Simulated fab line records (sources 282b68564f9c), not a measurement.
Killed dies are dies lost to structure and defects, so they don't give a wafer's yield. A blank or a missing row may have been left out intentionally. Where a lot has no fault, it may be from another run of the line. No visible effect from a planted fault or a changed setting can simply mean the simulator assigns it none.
fab line records / flow rit_cmos
record lots=15 wafers=45 last_day=7
route steps=202 shown NSD@139 M1@202
lots with no fault: from the same line, run without faults
start_h: hours from the record's first day to the start of the lot's first wafer shown / wait_h: hours elapsed since this lot's preceding step / " same as the row above / L1.1+2: one row covering several wafers at once / - no value present, or no start provided / * or withheld: withheld / < > ~ a bound
route shown NAME@n: names a module that has steps shown in the file, with the first one's number in the route / usual: mean/standard deviation taken from wafers without a fault / same: alike in all rows / chamber/n: place in a boat / sites: readings site by site / _std_site: the values' standard deviation / _edge_site: inner sites' mean taken away from outer sites' mean / radius_mm: how far each site lies from the wafer's centre / mask NAME#n: copy n / behind: the last tool/chamber to shape the wafer / hold: why the lot was held/for how many hours/how that ended / device: the n, p or np transistor that did not switch / end of line: tests run on the same wafers once the route is complete / for a step that has no rows: nothing shown but its recipe / killed: the dies lost at the first sort to structure and to defects; this is not the yield of the wafer / map: the dies of a wafer, with x for killed, . for not killed, _ for no die there
set.NAME: setting as actually run; set.NAME@STEP: the setting as run at that earlier step / model.NAME: the simulator's own value behind a step, which no gauge read
route steps across a sampled set of lots; one table per step, one row per wafer
services: when a tool's chamber went out of use (start_h, in hours from the record's first day, below 0 if earlier), for how many hours, and the reason
## steps
# step RIT_NSD_IMPLANT_08
# recipe species=P energy_kev=25 dose_cm2=1e+15 tilt_deg=7
# usual beam_energy_keV=25.001/0.0075
lot.wafer=L155.4 tool=implanter-03 chamber=0 start_h=47.88 wait_h=0.1 beam_energy_keV=24.999
lot.wafer=L155.5 tool=implanter-03 chamber=0 start_h=47.88 wait_h=0.1 beam_energy_keV=25.014
lot.wafer=L155.6 tool=implanter-03 chamber=0 start_h=47.88 wait_h=0.1 beam_energy_keV=25.015
lot.wafer=L156.3 tool=implanter-03 chamber=0 start_h=54.41 wait_h=0.1 beam_energy_keV=25.003
lot.wafer=L156.5 tool=implanter-03 chamber=0 start_h=54.41 wait_h=0.1 beam_energy_keV=25.004
lot.wafer=L156.6 tool=implanter-03 chamber=0 start_h=54.41 wait_h=0.1 beam_energy_keV=25.014
lot.wafer=L157.2 tool=implanter-03 chamber=0 start_h=59.34 wait_h=0.1 beam_energy_keV=24.081
lot.wafer=L157.4 tool=implanter-03 chamber=0 start_h=59.34 wait_h=0.1 beam_energy_keV=24.065
lot.wafer=L157.5 tool=implanter-03 chamber=0 start_h=59.34 wait_h=0.1 beam_energy_keV=24.068
lot.wafer=L158.1 tool=implanter-03 chamber=0 start_h=64.26 wait_h=0.1 beam_energy_keV=24.065
lot.wafer=L158.2 tool=implanter-03 chamber=0 start_h=64.26 wait_h=0.1 beam_energy_keV=24.060
lot.wafer=L158.6 tool=implanter-03 chamber=0 start_h=64.26 wait_h=0.1 beam_energy_keV=24.065
lot.wafer=L160.3 tool=implanter-03 chamber=0 start_h=73.17 wait_h=0.1 beam_energy_keV=24.061
lot.wafer=L160.4 tool=implanter-03 chamber=0 start_h=73.17 wait_h=0.1 beam_energy_keV=24.070
lot.wafer=L160.5 tool=implanter-03 chamber=0 start_h=73.17 wait_h=0.1 beam_energy_keV=24.057
lot.wafer=L161.2 tool=implanter-04 chamber=0 start_h=76.85 wait_h=0.1 beam_energy_keV=25.007
lot.wafer=L161.3 tool=implanter-04 chamber=0 start_h=76.85 wait_h=0.1 beam_energy_keV=24.998
lot.wafer=L161.5 tool=implanter-04 chamber=0 start_h=76.85 wait_h=0.1 beam_energy_keV=24.999
lot.wafer=L167.2 tool=implanter-02 chamber=0 start_h=107.69 wait_h=0.1 beam_energy_keV=24.998
lot.wafer=L167.3 tool=implanter-02 chamber=0 start_h=107.69 wait_h=0.1 beam_energy_keV=25.000
lot.wafer=L167.6 tool=implanter-02 chamber=0 start_h=107.69 wait_h=0.1 beam_energy_keV=25.004
lot.wafer=L168.1 tool=implanter-02 chamber=0 start_h=112.72 wait_h=0.1 beam_energy_keV=25.004
lot.wafer=L168.4 tool=implanter-02 chamber=0 start_h=112.72 wait_h=0.1 beam_energy_keV=25.004
lot.wafer=L168.6 tool=implanter-02 chamber=0 start_h=112.72 wait_h=0.1 beam_energy_keV=25.002
lot.wafer=L170.1 tool=implanter-02 chamber=0 start_h=126.87 wait_h=0.1 beam_energy_keV=24.991
lot.wafer=L170.3 tool=implanter-02 chamber=0 start_h=126.87 wait_h=0.1 beam_energy_keV=24.991
lot.wafer=L170.4 tool=implanter-02 chamber=0 start_h=126.87 wait_h=0.1 beam_energy_keV=24.992
lot.wafer=L171.4 tool=implanter-04 chamber=0 start_h=127.10 wait_h=0.1 beam_energy_keV=25.019
lot.wafer=L171.5 tool=implanter-04 chamber=0 start_h=127.10 wait_h=0.1 beam_energy_keV=25.012
lot.wafer=L171.6 tool=implanter-04 chamber=0 start_h=127.10 wait_h=0.1 beam_energy_keV=25.006
lot.wafer=L173.2 tool=implanter-04 chamber=0 start_h=143.34 wait_h=0.1 beam_energy_keV=24.999
lot.wafer=L173.4 tool=implanter-04 chamber=0 start_h=143.34 wait_h=0.1 beam_energy_keV=24.991
lot.wafer=L173.6 tool=implanter-04 chamber=0 start_h=143.34 wait_h=0.1 beam_energy_keV=25.005
lot.wafer=L174.3 tool=implanter-02 chamber=0 start_h=146.88 wait_h=0.1 beam_energy_keV=25.002
lot.wafer=L174.5 tool=implanter-02 chamber=0 start_h=146.88 wait_h=0.1 beam_energy_keV=25.008
lot.wafer=L174.6 tool=implanter-02 chamber=0 start_h=146.88 wait_h=0.1 beam_energy_keV=25.006
lot.wafer=L175.2 tool=implanter-02 chamber=0 start_h=151.56 wait_h=0.1 beam_energy_keV=24.992
lot.wafer=L175.4 tool=implanter-02 chamber=0 start_h=151.56 wait_h=0.1 beam_energy_keV=24.999
lot.wafer=L175.5 tool=implanter-02 chamber=0 start_h=151.56 wait_h=0.1 beam_energy_keV=25.004
lot.wafer=L177.1 tool=implanter-03 chamber=0 start_h=156.91 wait_h=0.1 beam_energy_keV=25.000
lot.wafer=L177.2 tool=implanter-03 chamber=0 start_h=156.91 wait_h=0.1 beam_energy_keV=24.990
lot.wafer=L177.4 tool=implanter-03 chamber=0 start_h=156.91 wait_h=0.1 beam_energy_keV=25.007
lot.wafer=L178.4 tool=implanter-04 chamber=0 start_h=163.02 wait_h=0.1 beam_energy_keV=24.991
lot.wafer=L178.5 tool=implanter-04 chamber=0 start_h=163.02 wait_h=0.1 beam_energy_keV=25.002
lot.wafer=L178.6 tool=implanter-04 chamber=0 start_h=163.02 wait_h=0.1 beam_energy_keV=24.992
# step RIT_M1_PROBE_99
# usual killed_at_contacts=0.1/0.25 killed_at_front_end=7.1/2.9 killed_dies=7.2/2.9 killed_on_rim=2.0/1.3 killed_open=3.6/1.9 killed_short=3.5/1.9
# same gross_dies=264 killed_at_M0_to_M3=0 killed_at_M4_up=0 killed_at_back_side=0 killed_at_other=0
lot.wafer=L155.4 tool=prober-02 chamber=- start_h=57.88 wait_h=0.2 killed_at_contacts=0 killed_at_front_end=6 killed_dies=6 killed_on_rim=4 killed_open=4 killed_short=2
lot.wafer=L155.5 tool=prober-02 chamber=- start_h=57.93 wait_h=0.2 killed_at_contacts=0 killed_at_front_end=4 killed_dies=4 killed_on_rim=3 killed_open=4 killed_short=0
lot.wafer=L155.6 tool=prober-02 chamber=- start_h=57.98 wait_h=0.2 killed_at_contacts=0 killed_at_front_end=7 killed_dies=7 killed_on_rim=4 killed_open=2 killed_short=5
lot.wafer=L156.3 tool=prober-01 chamber=- start_h=64.33 wait_h=0.2 killed_at_contacts=1 killed_at_front_end=2 killed_dies=3 killed_on_rim=1 killed_open=0 killed_short=3
lot.wafer=L156.5 tool=prober-01 chamber=- start_h=64.43 wait_h=0.2 killed_at_contacts=0 killed_at_front_end=6 killed_dies=6 killed_on_rim=2 killed_open=4 killed_short=2
lot.wafer=L156.6 tool=prober-01 chamber=- start_h=64.48 wait_h=0.2 killed_at_contacts=0 killed_at_front_end=8 killed_dies=8 killed_on_rim=2 killed_open=3 killed_short=5
lot.wafer=L157.2 tool=prober-02 chamber=- start_h=70.52 wait_h=0.1 killed_at_contacts=0 killed_at_front_end=6 killed_dies=6 killed_on_rim=1 killed_open=2 killed_short=4
lot.wafer=L157.4 tool=prober-02 chamber=- start_h=70.62 wait_h=0.2 killed_at_contacts=0 killed_at_front_end=5 killed_dies=5 killed_on_rim=3 killed_open=0 killed_short=5
lot.wafer=L157.5 tool=prober-02 chamber=- start_h=70.67 wait_h=0.2 killed_at_contacts=0 killed_at_front_end=7 killed_dies=7 killed_on_rim=1 killed_open=5 killed_short=2
lot.wafer=L158.1 tool=prober-01 chamber=- start_h=74.26 wait_h=0.1 killed_at_contacts=0 killed_at_front_end=4 killed_dies=4 killed_on_rim=3 killed_open=2 killed_short=2
lot.wafer=L158.2 tool=prober-01 chamber=- start_h=74.31 wait_h=0.1 killed_at_contacts=0 killed_at_front_end=7 killed_dies=7 killed_on_rim=2 killed_open=4 killed_short=3
lot.wafer=L158.6 tool=prober-01 chamber=- start_h=74.51 wait_h=0.2 killed_at_contacts=0 killed_at_front_end=3 killed_dies=3 killed_on_rim=1 killed_open=1 killed_short=2
lot.wafer=L160.3 tool=prober-01 chamber=- start_h=83.77 wait_h=0.2 killed_at_contacts=0 killed_at_front_end=3 killed_dies=3 killed_on_rim=0 killed_open=3 killed_short=0
lot.wafer=L160.4 tool=prober-01 chamber=- start_h=83.82 wait_h=0.2 killed_at_contacts=0 killed_at_front_end=8 killed_dies=8 killed_on_rim=2 killed_open=5 killed_short=3
lot.wafer=L160.5 tool=prober-01 chamber=- start_h=83.87 wait_h=0.2 killed_at_contacts=0 killed_at_front_end=11 killed_dies=11 killed_on_rim=0 killed_open=7 killed_short=4
lot.wafer=L161.2 tool=prober-02 chamber=- start_h=87.01 wait_h=0.1 killed_at_contacts=0 killed_at_front_end=12 killed_dies=12 killed_on_rim=5 killed_open=7 killed_short=5
lot.wafer=L161.3 tool=prober-02 chamber=- start_h=87.06 wait_h=0.2 killed_at_contacts=0 killed_at_front_end=4 killed_dies=4 killed_on_rim=1 killed_open=1 killed_short=3
lot.wafer=L161.5 tool=prober-02 chamber=- start_h=87.16 wait_h=0.2 killed_at_contacts=0 killed_at_front_end=10 killed_dies=10 killed_on_rim=0 killed_open=4 killed_short=6
lot.wafer=L167.2 tool=prober-01 chamber=- start_h=117.61 wait_h=0.1 killed_at_contacts=0 killed_at_front_end=5 killed_dies=5 killed_on_rim=2 killed_open=4 killed_short=1
lot.wafer=L167.3 tool=prober-01 chamber=- start_h=117.66 wait_h=0.2 killed_at_contacts=0 killed_at_front_end=5 killed_dies=5 killed_on_rim=2 killed_open=2 killed_short=3
lot.wafer=L167.6 tool=prober-01 chamber=- start_h=117.81 wait_h=0.2 killed_at_contacts=0 killed_at_front_end=4 killed_dies=4 killed_on_rim=3 killed_open=0 killed_short=4
lot.wafer=L168.1 tool=prober-02 chamber=- start_h=125.62 wait_h=0.1 killed_at_contacts=0 killed_at_front_end=8 killed_dies=8 killed_on_rim=2 killed_open=5 killed_short=3
lot.wafer=L168.4 tool=prober-02 chamber=- start_h=125.77 wait_h=0.2 killed_at_contacts=0 killed_at_front_end=12 killed_dies=12 killed_on_rim=4 killed_open=7 killed_short=5
lot.wafer=L168.6 tool=prober-02 chamber=- start_h=125.87 wait_h=0.2 killed_at_contacts=0 killed_at_front_end=4 killed_dies=4 killed_on_rim=3 killed_open=2 killed_short=2
lot.wafer=L170.1 tool=prober-02 chamber=- start_h=138.00 wait_h=0.1 killed_at_contacts=0 killed_at_front_end=12 killed_dies=12 killed_on_rim=5 killed_open=6 killed_short=6
lot.wafer=L170.3 tool=prober-02 chamber=- start_h=138.10 wait_h=0.2 killed_at_contacts=0 killed_at_front_end=10 killed_dies=10 killed_on_rim=1 killed_open=5 killed_short=5
lot.wafer=L170.4 tool=prober-02 chamber=- start_h=138.15 wait_h=0.2 killed_at_contacts=0 killed_at_front_end=11 killed_dies=11 killed_on_rim=5 killed_open=5 killed_short=6
lot.wafer=L171.4 tool=prober-01 chamber=- start_h=138.15 wait_h=0.2 killed_at_contacts=0 killed_at_front_end=4 killed_dies=4 killed_on_rim=1 killed_open=1 killed_short=3
lot.wafer=L171.5 tool=prober-01 chamber=- start_h=138.20 wait_h=0.2 killed_at_contacts=0 killed_at_front_end=6 killed_dies=6 killed_on_rim=1 killed_open=4 killed_short=2
lot.wafer=L171.6 tool=prober-01 chamber=- start_h=138.25 wait_h=0.2 killed_at_contacts=0 killed_at_front_end=5 killed_dies=5 killed_on_rim=2 killed_open=3 killed_short=2
lot.wafer=L173.2 tool=prober-01 chamber=- start_h=153.72 wait_h=0.1 killed_at_contacts=0 killed_at_front_end=8 killed_dies=8 killed_on_rim=4 killed_open=3 killed_short=5
lot.wafer=L173.4 tool=prober-01 chamber=- start_h=153.82 wait_h=0.2 killed_at_contacts=0 killed_at_front_end=4 killed_dies=4 killed_on_rim=0 killed_open=1 killed_short=3
lot.wafer=L173.6 tool=prober-01 chamber=- start_h=153.92 wait_h=0.2 killed_at_contacts=0 killed_at_front_end=7 killed_dies=7 killed_on_rim=1 killed_open=3 killed_short=4
lot.wafer=L174.3 tool=prober-02 chamber=- start_h=156.67 wait_h=0.2 killed_at_contacts=0 killed_at_front_end=9 killed_dies=9 killed_on_rim=4 killed_open=3 killed_short=5
lot.wafer=L174.5 tool=prober-02 chamber=- start_h=156.77 wait_h=0.2 killed_at_contacts=0 killed_at_front_end=7 killed_dies=7 killed_on_rim=3 killed_open=2 killed_short=4
lot.wafer=L174.6 tool=prober-02 chamber=- start_h=156.82 wait_h=0.2 killed_at_contacts=0 killed_at_front_end=12 killed_dies=12 killed_on_rim=2 killed_open=7 killed_short=5
lot.wafer=L175.2 tool=prober-01 chamber=- start_h=161.19 wait_h=0.1 killed_at_contacts=1 killed_at_front_end=7 killed_dies=8 killed_on_rim=1 killed_open=5 killed_short=3
lot.wafer=L175.4 tool=prober-01 chamber=- start_h=161.29 wait_h=0.2 killed_at_contacts=0 killed_at_front_end=12 killed_dies=12 killed_on_rim=4 killed_open=6 killed_short=6
lot.wafer=L175.5 tool=prober-01 chamber=- start_h=161.34 wait_h=0.2 killed_at_contacts=0 killed_at_front_end=8 killed_dies=8 killed_on_rim=2 killed_open=5 killed_short=3
lot.wafer=L177.1 tool=prober-02 chamber=- start_h=167.98 wait_h=0.1 killed_at_contacts=0 killed_at_front_end=6 killed_dies=6 killed_on_rim=2 killed_open=3 killed_short=3
lot.wafer=L177.2 tool=prober-02 chamber=- start_h=168.03 wait_h=0.1 killed_at_contacts=0 killed_at_front_end=11 killed_dies=11 killed_on_rim=4 killed_open=6 killed_short=5
lot.wafer=L177.4 tool=prober-02 chamber=- start_h=168.13 wait_h=0.2 killed_at_contacts=0 killed_at_front_end=3 killed_dies=3 killed_on_rim=0 killed_open=1 killed_short=2
lot.wafer=L178.4 tool=prober-01 chamber=- start_h=172.63 wait_h=0.2 killed_at_contacts=0 killed_at_front_end=9 killed_dies=9 killed_on_rim=2 killed_open=4 killed_short=5
lot.wafer=L178.5 tool=prober-01 chamber=- start_h=172.68 wait_h=0.2 killed_at_contacts=0 killed_at_front_end=9 killed_dies=9 killed_on_rim=2 killed_open=3 killed_short=6
lot.wafer=L178.6 tool=prober-01 chamber=- start_h=172.73 wait_h=0.2 killed_at_contacts=0 killed_at_front_end=6 killed_dies=6 killed_on_rim=1 killed_open=2 killed_short=4
# killed by level:class
L155.4 GATE:geometric_particle:short=2 REOX:geometric_particle:open=2 SPACER:geometric_particle:open=1 SILICIDE:geometric_particle:open=1
L155.5 GATE:geometric_particle:open=3 FOX2:geometric_particle:open=1
L155.6 SPACER:geometric_particle:short=3 GATE:geometric_particle:short=2 FOX2:geometric_particle:open=1 SPACER:geometric_particle:open=1
L156.3 GATE:geometric_particle:short=2 CONTACT:geometric_particle:short=1
L156.5 FOX1:geometric_particle:open=1 FOX1:geometric_particle:short=1 GATE:geometric_particle:open=1 REOX:geometric_particle:open=1 SPACER:geometric_particle:short=1 SPACER:geometric_particle:open=1
L156.6 REOX:geometric_particle:short=3 REOX:geometric_particle:open=2 FOX1:geometric_particle:short=1 GATE:geometric_particle:open=1 GATE:geometric_particle:short=1
L157.2 GATE:geometric_particle:short=2 FOX1:geometric_particle:open=1 FOX2:geometric_particle:short=1 GATE:geometric_particle:open=1 SPACER:geometric_particle:short=1
L157.4 GATE:geometric_particle:short=2 REOX:geometric_particle:short=1 SPACER:geometric_particle:short=1 SILICIDE:geometric_particle:short=1
L157.5 FOX2:geometric_particle:open=2 GATE:geometric_particle:open=1 SPACER:geometric_particle:short=1 SPACER:geometric_particle:open=1 SILICIDE:geometric_particle:open=1 SILICIDE:geometric_particle:short=1
L158.1 FOX1:geometric_particle:open=2 FOX1:geometric_particle:short=1 FOX2:geometric_particle:short=1
L158.2 GATE:geometric_particle:open=4 FOX2:geometric_particle:short=1 GATE:geometric_particle:short=1 REOX:geometric_particle:short=1
L158.6 SILICIDE:geometric_particle:short=2 FOX2:geometric_particle:open=1
L160.3 FOX2:geometric_particle:open=2 REOX:geometric_particle:open=1
L160.4 GATE:geometric_particle:open=3 GATE:geometric_particle:short=2 REOX:geometric_particle:open=1 SILICIDE:geometric_particle:short=1 SILICIDE:geometric_particle:open=1
L160.5 GATE:geometric_particle:open=3 FOX1:geometric_particle:open=2 REOX:geometric_particle:short=2 SILICIDE:geometric_particle:open=2 FOX2:geometric_particle:short=1 SILICIDE:geometric_particle:short=1
L161.2 SILICIDE:geometric_particle:open=3 SPACER:geometric_particle:short=2 FOX1:geometric_particle:short=1 FOX1:geometric_particle:open=1 FOX2:geometric_particle:open=1 FOX2:geometric_particle:short=1 GATE:geometric_particle:open=1 GATE:geometric_particle:short=1
L161.3 FOX2:geometric_particle:short=2 FOX1:geometric_particle:short=1 FOX2:geometric_particle:open=1
L161.5 GATE:geometric_particle:short=2 GATE:geometric_particle:open=2 SILICIDE:geometric_particle:short=2 FOX2:geometric_particle:short=1 SPACER:geometric_particle:open=1 SPACER:geometric_particle:short=1 SILICIDE:geometric_particle:open=1
L167.2 FOX2:geometric_particle:open=2 GATE:geometric_particle:open=2 GATE:geometric_particle:short=1
L167.3 REOX:geometric_particle:short=2 GATE:geometric_particle:short=1 GATE:geometric_particle:open=1 REOX:geometric_particle:open=1
L167.6 REOX:geometric_particle:short=2 GATE:geometric_particle:short=1 SILICIDE:geometric_particle:short=1
L168.1 FOX2:geometric_particle:open=2 GATE:geometric_particle:short=2 GATE:geometric_particle:open=1 REOX:geometric_particle:open=1 SPACER:geometric_particle:open=1 SILICIDE:geometric_particle:short=1
L168.4 SILICIDE:geometric_particle:short=3 GATE:geometric_particle:short=2 GATE:geometric_particle:open=2 SPACER:geometric_particle:open=2 SILICIDE:geometric_particle:open=2 FOX1:geometric_particle:open=1
L168.6 FOX1:geometric_particle:open=2 GATE:geometric_particle:short=1 SILICIDE:geometric_particle:short=1
L170.1 REOX:geometric_particle:short=3 FOX2:geometric_particle:open=2 SPACER:geometric_particle:open=2 FOX1:geometric_particle:short=1 FOX1:geometric_particle:open=1 SPACER:geometric_particle:short=1 SILICIDE:geometric_particle:short=1 SILICIDE:geometric_particle:open=1
L170.3 REOX:geometric_particle:short=3 REOX:geometric_particle:open=3 GATE:geometric_particle:short=2 FOX1:geometric_particle:open=1 GATE:geometric_particle:open=1
L170.4 GATE:geometric_particle:short=3 REOX:geometric_particle:open=2 FOX1:geometric_particle:short=1 FOX2:geometric_particle:open=1 GATE:geometric_particle:open=1 REOX:geometric_particle:short=1 SPACER:geometric_particle:short=1 SPACER:geometric_particle:open=1
L171.4 FOX1:geometric_particle:short=1 REOX:geometric_particle:short=1 REOX:geometric_particle:open=1 SILICIDE:geometric_particle:short=1
L171.5 GATE:geometric_particle:open=2 GATE:geometric_particle:short=1 SPACER:geometric_particle:open=1 SILICIDE:geometric_particle:short=1 SILICIDE:geometric_particle:open=1
L171.6 GATE:geometric_particle:open=2 REOX:geometric_particle:short=1 SPACER:geometric_particle:open=1 SPACER:geometric_particle:short=1
L173.2 SPACER:geometric_particle:short=2 FOX1:geometric_particle:open=1 FOX1:geometric_particle:short=1 GATE:geometric_particle:short=1 REOX:geometric_particle:open=1 SPACER:geometric_particle:open=1 SILICIDE:geometric_particle:short=1
L173.4 GATE:geometric_particle:short=2 GATE:geometric_particle:open=1 SILICIDE:geometric_particle:short=1
L173.6 FOX1:geometric_particle:open=2 FOX1:geometric_particle:short=1 GATE:geometric_particle:short=1 SPACER:geometric_particle:short=1 SPACER:geometric_particle:open=1 SILICIDE:geometric_particle:short=1
L174.3 GATE:geometric_particle:short=4 GATE:geometric_particle:open=2 REOX:geometric_particle:open=1 SILICIDE:geometric_particle:short=1 PSD:coat_microbubble_printed=1
L174.5 SILICIDE:geometric_particle:short=3 GATE:geometric_particle:open=1 GATE:geometric_particle:short=1 REOX:geometric_particle:open=1 NSD:coat_microbubble_printed=1
L174.6 GATE:geometric_particle:open=6 GATE:geometric_particle:short=3 REOX:geometric_particle:short=1 REOX:geometric_particle:open=1 SILICIDE:geometric_particle:short=1
L175.2 GATE:geometric_particle:open=2 SPACER:geometric_particle:open=2 GATE:geometric_particle:short=1 REOX:geometric_particle:open=1 REOX:geometric_particle:short=1 CONTACT:geometric_particle:short=1
L175.4 GATE:geometric_particle:open=4 GATE:geometric_particle:short=3 FOX1:geometric_particle:open=1 REOX:geometric_particle:short=1 REOX:geometric_particle:open=1 SPACER:geometric_particle:short=1 SILICIDE:geometric_particle:short=1
L175.5 GATE:geometric_particle:open=2 SILICIDE:geometric_particle:open=2 FOX1:geometric_particle:short=1 FOX2:geometric_particle:open=1 GATE:geometric_particle:short=1 SILICIDE:geometric_particle:short=1
L177.1 FOX2:geometric_particle:short=1 FOX2:geometric_particle:open=1 GATE:geometric_particle:short=1 REOX:geometric_particle:open=1 SPACER:geometric_particle:short=1 SPACER:geometric_particle:open=1
L177.2 GATE:geometric_particle:short=3 FOX1:geometric_particle:open=2 FOX2:geometric_particle:short=2 REOX:geometric_particle:open=2 FOX2:geometric_particle:open=1 SILICIDE:geometric_particle:open=1
L177.4 FOX1:geometric_particle:open=1 GATE:geometric_particle:short=1 SPACER:geometric_particle:short=1
L178.4 SILICIDE:geometric_particle:open=2 FOX2:geometric_particle:open=1 FOX2:geometric_particle:short=1 GATE:geometric_particle:open=1 GATE:geometric_particle:short=1 REOX:geometric_particle:short=1 SPACER:geometric_particle:short=1 SILICIDE:geometric_particle:short=1
L178.5 GATE:geometric_particle:open=2 GATE:geometric_particle:short=2 REOX:geometric_particle:short=2 ACTIVE:geometric_particle:open=1 FOX1:geometric_particle:short=1 SILICIDE:geometric_particle:short=1
L178.6 FOX1:geometric_particle:short=1 FOX2:geometric_particle:short=1 GATE:geometric_particle:short=1 GATE:geometric_particle:open=1 SPACER:geometric_particle:open=1 SILICIDE:geometric_particle:short=1
## services
tool=implanter-03 chamber=- start_h=86.57 hours=2.8 kind=repair
tool=implanter-02 chamber=- start_h=98.49 hours=0.9 kind=repair
tool=implanter-02 chamber=- start_h=109.12 hours=0.7 kind=repair
tool=implanter-02 chamber=- start_h=153.75 hours=4.6 kind=repair
## key
first_sign step=RIT_NSD_IMPLANT_08 reading=beam_energy_keV direction=down sigmas=99+ usual=25.001 struck=24.066
effect none on later readings
met_at RIT_NSD_IMPLANT_08
struck_lots L157,L158,L160
tester_left_out L157,L158,L160
onset_between 54.41 59.34
fault kind=process_parameter_drift tool=implanter-03 chamber=- onset_h=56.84 steps=RIT_NSD_IMPLANT_08 channel=energy_kev offset=-0.93768 shape=step end_h=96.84 acts_in=these_recipes_only stated=25
# tester_left_out: of these lots the tester's yield and bins aren't shown, on N5 and GAA mostly nor the transistor test; their killed dies are dies lost to structure and defects alone, not to doping, threshold or leakage, so they don't give the yield
